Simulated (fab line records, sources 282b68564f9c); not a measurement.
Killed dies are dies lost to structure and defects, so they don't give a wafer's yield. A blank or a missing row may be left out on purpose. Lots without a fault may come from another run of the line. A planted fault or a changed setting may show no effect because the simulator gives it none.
Tool commonality check | flow rit_cmos | 14 lots, 42 wafers sampled

WHY IT WAS OPENED
At RIT_NWELL_TW_MEAS_10 the reading NWELL_TW is flagged on 2 of 14 lots. Wafers without a fault read 2148, standard deviation 16.
Rule: a lot is flagged when every wafer of it that has a number lies more than 4 standard deviations from that mean, or none has a number. The other lots count as sound.

lot  | measured    | on            | NWELL_TW, wafer by wafer | flag
L853 | day 1 22:23 | film_metro-03 | 2156 2158 2151           |
L855 | day 2 12:08 | film_metro-03 | 2162 2161 2165           |
L857 | day 2 18:14 | film_metro-03 | 2157 2157 2145           |
L858 | day 3 00:53 | film_metro-04 | 2130 2129 2120           |
L859 | day 3 05:01 | film_metro-01 | 2131 2140 2154           |
L860 | day 3 11:36 | film_metro-03 | 2164 2153 2153           |
L863 | day 4 00:29 | film_metro-04 | 2148 2137 2134           |
L864 | day 4 08:04 | film_metro-03 | 2158 2156 2164           |
L866 | day 4 16:29 | film_metro-01 | 2137 2139 2131           |
L867 | day 4 21:50 | film_metro-03 | 2424 2421 2431           | FLAGGED
L868 | day 5 04:02 | film_metro-04 | 2375 2377 2381           | FLAGGED
L873 | day 6 02:21 | film_metro-01 | 2150 2150 2140           |
L874 | day 6 07:14 | film_metro-03 | 2165 2175 2165           |
L875 | day 6 12:16 | film_metro-04 | 2117 2105 2105           |
The numbers of the flagged lots are 2402 on average: +254 against the usual, or +16 standard deviations.

WHICH TOOL RAN EACH LOT
The record holds 1 process step before the reading, out of a route of 202 steps. In each cell: the tool, then ch and the chambers that the sampled wafers went through, then the start.
lot  | flag    | RIT_NWELL_IMPLANT_08
L853 |         | implanter-04 ch 0, day 1 22:04
L855 |         | implanter-02 ch 0, day 2 11:50
L857 |         | implanter-04 ch 0, day 2 17:55
L858 |         | implanter-04 ch 0, day 3 00:34
L859 |         | implanter-04 ch 0, day 3 04:41
L860 |         | implanter-01 ch 0, day 3 11:08
L863 |         | implanter-02 ch 0, day 4 00:11
L864 |         | implanter-01 ch 0, day 4 07:45
L866 |         | implanter-02 ch 0, day 4 16:11
L867 | FLAGGED | implanter-01 ch 0, day 4 21:32
L868 | FLAGGED | implanter-01 ch 0, day 5 03:42
L873 |         | implanter-04 ch 0, day 6 02:02
L874 |         | implanter-04 ch 0, day 6 06:57
L875 |         | implanter-04 ch 0, day 6 11:57
What these steps do:
- RIT_NWELL_IMPLANT_08
- RIT_NWELL_TW_MEAS_10

FLAGGED OVER TOTAL, TOOL BY TOOL (the gauges that took the reading come last)
step                 | tool          | lots run | flagged | share of the flagged lots | sound lots run after its first flagged lot
RIT_NWELL_IMPLANT_08 | implanter-01  | 4        | 2       | all                       | 0
RIT_NWELL_IMPLANT_08 | implanter-02  | 3        | 0       | none                      | -
RIT_NWELL_IMPLANT_08 | implanter-04  | 7        | 0       | none                      | -
RIT_NWELL_TW_MEAS_10 | film_metro-01 | 3        | 0       | none                      | -
RIT_NWELL_TW_MEAS_10 | film_metro-03 | 7        | 1       | some                      | 1 (L874)
RIT_NWELL_TW_MEAS_10 | film_metro-04 | 4        | 1       | some                      | 1 (L875)

WHAT THE TABLE ALLOWS
1 row of the table ran every flagged lot: implanter-01 at RIT_NWELL_IMPLANT_08.
- implanter-01 at RIT_NWELL_IMPLANT_08: 2 of its 4 lots flagged. Its last sound lot is L864 (day 4 07:45), its first flagged lot L867 (day 4 21:32): a fault that began between those two fits. Its own readings lie more than 4 standard deviations out on every wafer of the flagged lots: dose_ions_cm2, faraday_current_uA.
One tool is left: implanter-01 at RIT_NWELL_IMPLANT_08.

WHAT THE SIMULATOR HAD PUT IN
Process parameter drift: implanter-01, from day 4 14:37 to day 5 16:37, at RIT_NWELL_IMPLANT_08. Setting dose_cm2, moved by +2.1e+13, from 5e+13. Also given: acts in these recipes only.
Lots struck among those shown: L867, L868. The rule above found the same.
